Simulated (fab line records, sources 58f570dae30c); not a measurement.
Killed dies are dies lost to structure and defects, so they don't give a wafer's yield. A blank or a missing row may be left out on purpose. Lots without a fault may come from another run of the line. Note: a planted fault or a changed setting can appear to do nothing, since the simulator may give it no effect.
The tool behind it: which one? :: flow berkeley-cmos170 :: 15 lots, 45 wafers sampled, at 4 steps of a route of 331

## WHAT EACH GAUGE READ, for each wafer
UCB170_V1_BOW_MEAS_03.
lot: L716
measured: day 7 06:02
on: film-metro-01
V1_BOW (um): 14 17 18

lot: L715
measured: day 7 09:28
on: film-metro-03
V1_BOW (um): 26 19 13

lot: L719
measured: day 8 04:53
on: film-metro-03
V1_BOW (um): 10 25 20

lot: L720
measured: day 8 00:31
on: film-metro-01
V1_BOW (um): 18 23 23

lot: L721
measured: day 9 12:10
on: film-metro-02
V1_BOW (um): 35 31 14

lot: L725
measured: day 9 20:23
on: film-metro-03
V1_BOW (um): 19 20 12

lot: L726
measured: day 10 10:01
on: film-metro-02
V1_BOW (um): 22 10 4

lot: L730
measured: day 10 15:56
on: film-metro-01
V1_BOW (um): 23 13 21

lot: L729
measured: day 10 15:35
on: film-metro-01
V1_BOW (um): 9 12 15

lot: L728
measured: day 10 15:55
on: film-metro-03
V1_BOW (um): 18 27 10

lot: L731
measured: day 10 15:37
on: film-metro-03
V1_BOW (um): 16 16 41

lot: L735
measured: day 11 19:12
on: film-metro-02
V1_BOW (um): 13 10 13

lot: L734
measured: day 11 19:12
on: film-metro-03
V1_BOW (um): 21 11 13

lot: L736
measured: day 12 08:31
on: film-metro-01
V1_BOW (um): 5 17 6

lot: L738
measured: day 12 15:17
on: film-metro-01
V1_BOW (um): 7 17 17

## WHAT TOOL EACH LOT RAN ON (gives the tool, then ch and the chambers of the sampled wafers, and finally the start)
lot: L716
UCB170_NVT_STRIP_08: plasma-asher-01 ch 0,1, day 5 09:25
UCB170_CONTACT_SOFTBAKE_05: litho-track-01 ch 0, day 6 21:56
UCB170_M1_STRIP_13: plasma-asher-02 ch 0,1, day 7 02:27

lot: L715
UCB170_NVT_STRIP_08: plasma-asher-03 ch 0,1, day 5 09:53
UCB170_CONTACT_SOFTBAKE_05: litho-track-01 ch 0, day 6 23:13
UCB170_M1_STRIP_13: plasma-asher-01 ch 0, day 7 04:24

lot: L719
UCB170_NVT_STRIP_08: plasma-asher-01 ch 0,1, day 6 08:25
UCB170_CONTACT_SOFTBAKE_05: litho-track-04 ch 0, day 7 15:32
UCB170_M1_STRIP_13: plasma-asher-01 ch 0,1, day 7 22:44

lot: L720
UCB170_NVT_STRIP_08: plasma-asher-04 ch 0,1, day 6 08:39
UCB170_CONTACT_SOFTBAKE_05: litho-track-04 ch 0, day 7 13:56
UCB170_M1_STRIP_13: plasma-asher-04 ch 0,1, day 7 19:17

lot: L721
UCB170_NVT_STRIP_08: plasma-asher-03 ch 0,1, day 7 06:32
UCB170_CONTACT_SOFTBAKE_05: litho-track-04 ch 0, day 9 01:10
UCB170_M1_STRIP_13: plasma-asher-04 ch 0,1, day 9 07:03

lot: L725
UCB170_NVT_STRIP_08: plasma-asher-01 ch 0,1, day 7 14:08
UCB170_CONTACT_SOFTBAKE_05: litho-track-04 ch 0, day 9 08:48
UCB170_M1_STRIP_13: plasma-asher-01 ch 0,1, day 9 17:35

lot: L726
UCB170_NVT_STRIP_08: plasma-asher-04 ch 0,1, day 7 23:52
UCB170_CONTACT_SOFTBAKE_05: litho-track-02 ch 0, day 9 19:20
UCB170_M1_STRIP_13: plasma-asher-02 ch 0,1, day 10 03:20

lot: L730
UCB170_NVT_STRIP_08: plasma-asher-01 ch 0,1, day 8 11:18
UCB170_CONTACT_SOFTBAKE_05: litho-track-01 ch 0, day 10 08:52
UCB170_M1_STRIP_13: plasma-asher-04 ch 0,1, day 10 12:40

lot: L729
UCB170_NVT_STRIP_08: plasma-asher-03 ch 0,1, day 8 11:33
UCB170_CONTACT_SOFTBAKE_05: litho-track-04 ch 0, day 10 06:07
UCB170_M1_STRIP_13: plasma-asher-04 ch 1, day 10 09:41

lot: L728
UCB170_NVT_STRIP_08: plasma-asher-01 ch 0,1, day 8 11:43
UCB170_CONTACT_SOFTBAKE_05: litho-track-04 ch 0, day 10 08:50
UCB170_M1_STRIP_13: plasma-asher-02 ch 0,1, day 10 12:59

lot: L731
UCB170_NVT_STRIP_08: plasma-asher-03 ch 0,1, day 8 17:52
UCB170_CONTACT_SOFTBAKE_05: litho-track-02 ch 0, day 10 07:59
UCB170_M1_STRIP_13: plasma-asher-04 ch 0,1, day 10 11:44

lot: L735
UCB170_NVT_STRIP_08: plasma-asher-03 ch 0,1, day 9 19:02
UCB170_CONTACT_SOFTBAKE_05: litho-track-02 ch 0, day 11 09:49
UCB170_M1_STRIP_13: plasma-asher-02 ch 0,1, day 11 14:14

lot: L734
UCB170_NVT_STRIP_08: plasma-asher-04 ch 0,1, day 9 19:03
UCB170_CONTACT_SOFTBAKE_05: litho-track-01 ch 0, day 11 11:14
UCB170_M1_STRIP_13: plasma-asher-02 ch 0,1, day 11 15:31

lot: L736
UCB170_NVT_STRIP_08: plasma-asher-03 ch 0,1, day 10 07:47
UCB170_CONTACT_SOFTBAKE_05: litho-track-01 ch 0, day 11 20:29
UCB170_M1_STRIP_13: plasma-asher-04 ch 0,1, day 12 01:46

lot: L738
UCB170_NVT_STRIP_08: plasma-asher-03 ch 0,1, day 10 19:04
UCB170_CONTACT_SOFTBAKE_05: litho-track-01 ch 0, day 12 07:49
UCB170_M1_STRIP_13: plasma-asher-04 ch 0,1, day 12 11:34
- UCB170_NVT_STRIP_08: strips in O2.
- UCB170_CONTACT_SOFTBAKE_05: time 60 s.
- UCB170_M1_STRIP_13: strips in O2.

## WHAT THE TOOLS THEMSELVES READ (means of the sampled wafers that have a number; where no wafer has one, the mark that the record gives instead)
UCB170_NVT_STRIP_08.
lot: L716
tool: plasma-asher-01
drypump-motor-current-A (A): 6.1
oes-product-au (a.u.): 0.734
strip-time-to-endpoint-s (s): 21.54

lot: L715
tool: plasma-asher-03
drypump-motor-current-A (A): 5.7
oes-product-au (a.u.): 0.735
strip-time-to-endpoint-s (s): 21.68

lot: L719
tool: plasma-asher-01
drypump-motor-current-A (A): 6.4
oes-product-au (a.u.): 0.735
strip-time-to-endpoint-s (s): 21.65

lot: L720
tool: plasma-asher-04
drypump-motor-current-A (A): 5.2
oes-product-au (a.u.): 0.730
strip-time-to-endpoint-s (s): 21.56

lot: L721
tool: plasma-asher-03
drypump-motor-current-A (A): 5.8
oes-product-au (a.u.): 0.737
strip-time-to-endpoint-s (s): 21.64

lot: L725
tool: plasma-asher-01
drypump-motor-current-A (A): 6.1
oes-product-au (a.u.): 0.739
strip-time-to-endpoint-s (s): 21.60

lot: L726
tool: plasma-asher-04
drypump-motor-current-A (A): 5.1
oes-product-au (a.u.): 0.737
strip-time-to-endpoint-s (s): 21.56

lot: L730
tool: plasma-asher-01
drypump-motor-current-A (A): 6.4
oes-product-au (a.u.): 0.733
strip-time-to-endpoint-s (s): 21.57

lot: L729
tool: plasma-asher-03
drypump-motor-current-A (A): 5.8
oes-product-au (a.u.): 0.729
strip-time-to-endpoint-s (s): 21.52

lot: L728
tool: plasma-asher-01
drypump-motor-current-A (A): 6.1
oes-product-au (a.u.): 0.731
strip-time-to-endpoint-s (s): 21.68

lot: L731
tool: plasma-asher-03
drypump-motor-current-A (A): 5.7
oes-product-au (a.u.): 0.737
strip-time-to-endpoint-s (s): 21.52

lot: L735
tool: plasma-asher-03
drypump-motor-current-A (A): 5.8
oes-product-au (a.u.): 0.732
strip-time-to-endpoint-s (s): 21.60

lot: L734
tool: plasma-asher-04
drypump-motor-current-A (A): 5.1
oes-product-au (a.u.): 0.734
strip-time-to-endpoint-s (s): 21.64

lot: L736
tool: plasma-asher-03
drypump-motor-current-A (A): 5.8
oes-product-au (a.u.): 0.734
strip-time-to-endpoint-s (s): 21.56

lot: L738
tool: plasma-asher-03
drypump-motor-current-A (A): 5.7
oes-product-au (a.u.): 0.730
strip-time-to-endpoint-s (s): 21.57

UCB170_CONTACT_SOFTBAKE_05.
lot: L716
tool: litho-track-01
resist-line-temp-C (C): 22.92
run-length-s (s): 89.10

lot: L715
tool: litho-track-01
resist-line-temp-C (C): 22.89
run-length-s (s): 89.06

lot: L719
tool: litho-track-04
resist-line-temp-C (C): 23.03
run-length-s (s): 89.08

lot: L720
tool: litho-track-04
resist-line-temp-C (C): 23.05
run-length-s (s): 89.17

lot: L721
tool: litho-track-04
resist-line-temp-C (C): 23.07
run-length-s (s): 89.06

lot: L725
tool: litho-track-04
resist-line-temp-C (C): 23.08
run-length-s (s): 95.75

lot: L726
tool: litho-track-02
resist-line-temp-C (C): 23.08
run-length-s (s): 88.93

lot: L730
tool: litho-track-01
resist-line-temp-C (C): 23.02
run-length-s (s): 89.02

lot: L729
tool: litho-track-04
resist-line-temp-C (C): 22.93
run-length-s (s): 95.85

lot: L728
tool: litho-track-04
resist-line-temp-C (C): 23.01
run-length-s (s): 95.88

lot: L731
tool: litho-track-02
resist-line-temp-C (C): 23.11
run-length-s (s): 88.90

lot: L735
tool: litho-track-02
resist-line-temp-C (C): 23.09
run-length-s (s): 88.96

lot: L734
tool: litho-track-01
resist-line-temp-C (C): 23.00
run-length-s (s): 89.06

lot: L736
tool: litho-track-01
resist-line-temp-C (C): 23.10
run-length-s (s): 89.01

lot: L738
tool: litho-track-01
resist-line-temp-C (C): 22.90
run-length-s (s): 89.14

UCB170_M1_STRIP_13.
lot: L716
tool: plasma-asher-02
drypump-motor-current-A (A): 5.7
oes-product-au (a.u.): 0.720

lot: L715
tool: plasma-asher-01
drypump-motor-current-A (A): 6.6
oes-product-au (a.u.): 0.715

lot: L719
tool: plasma-asher-01
drypump-motor-current-A (A): 6.1
oes-product-au (a.u.): 0.720

lot: L720
tool: plasma-asher-04
drypump-motor-current-A (A): 5.2
oes-product-au (a.u.): 0.716

lot: L721
tool: plasma-asher-04
drypump-motor-current-A (A): 5.2
oes-product-au (a.u.): 0.720

lot: L725
tool: plasma-asher-01
drypump-motor-current-A (A): 6.4
oes-product-au (a.u.): 0.719

lot: L726
tool: plasma-asher-02
drypump-motor-current-A (A): 5.6
oes-product-au (a.u.): 0.721

lot: L730
tool: plasma-asher-04
drypump-motor-current-A (A): 5.2
oes-product-au (a.u.): 0.724

lot: L729
tool: plasma-asher-04
drypump-motor-current-A (A): 5.1
oes-product-au (a.u.): 0.722

lot: L728
tool: plasma-asher-02
drypump-motor-current-A (A): 5.7
oes-product-au (a.u.): 0.723

lot: L731
tool: plasma-asher-04
drypump-motor-current-A (A): 5.1
oes-product-au (a.u.): 0.717

lot: L735
tool: plasma-asher-02
drypump-motor-current-A (A): 5.7
oes-product-au (a.u.): 0.719

lot: L734
tool: plasma-asher-02
drypump-motor-current-A (A): 5.6
oes-product-au (a.u.): 0.718

lot: L736
tool: plasma-asher-04
drypump-motor-current-A (A): 5.2
oes-product-au (a.u.): 0.720

lot: L738
tool: plasma-asher-04
drypump-motor-current-A (A): 5.1
oes-product-au (a.u.): 0.717

## THE ANSWER, worked out from the rows above alone
Rule: what is usual is taken from the lots themselves. The widest of any qualifying gaps counts: lots, ordered by their means at a reading, are off when they make up no more than a third of the lots, leave a main group of 4 or more, and stand apart from it by 3 or more times the standard deviation of that group's means. A main group whose means are all the same, to the digits that the tables above print for the reading, isn't used. Also off: a lot with no number at a reading for which 4 or more lots have one. Any other lot the step has rows for is counted as sound. Order of review: gauges by route order, followed by the tools' own readings, for which a lot's mean as printed above is used. At the first step where some lot is off, the reading lying furthest off is the one used; lots without a number count as furthest.
Off: L725, L729, L728, at UCB170_CONTACT_SOFTBAKE_05 (run-length-s). The main group has a mean of 89.04 s with a standard deviation of 0.078.
A tool fits if, at that step or a process step before it, it ran every lot that is off, and no sound lot after the first of them. One fits: litho-track-04 at UCB170_CONTACT_SOFTBAKE_05. Its last sound lot is L721 (day 9 01:10), its first lot that is off L725 (day 9 08:48): a fault that began between those two fits.
The tool's own readings at UCB170_CONTACT_SOFTBAKE_05 bear it out: on the lots that are off they differ by more than 5 times the standard deviation of the sound lots' means. run-length-s reads 95.83 s there against 89.04 s on the sound lots.

## WHAT THE SIMULATOR HAD PUT IN
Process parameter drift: litho-track-04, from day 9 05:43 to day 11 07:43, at UCB170_CONTACT_SOFTBAKE_05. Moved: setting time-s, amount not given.
Lots struck among those shown: L725, L729, L728. Same finding as the rule above.
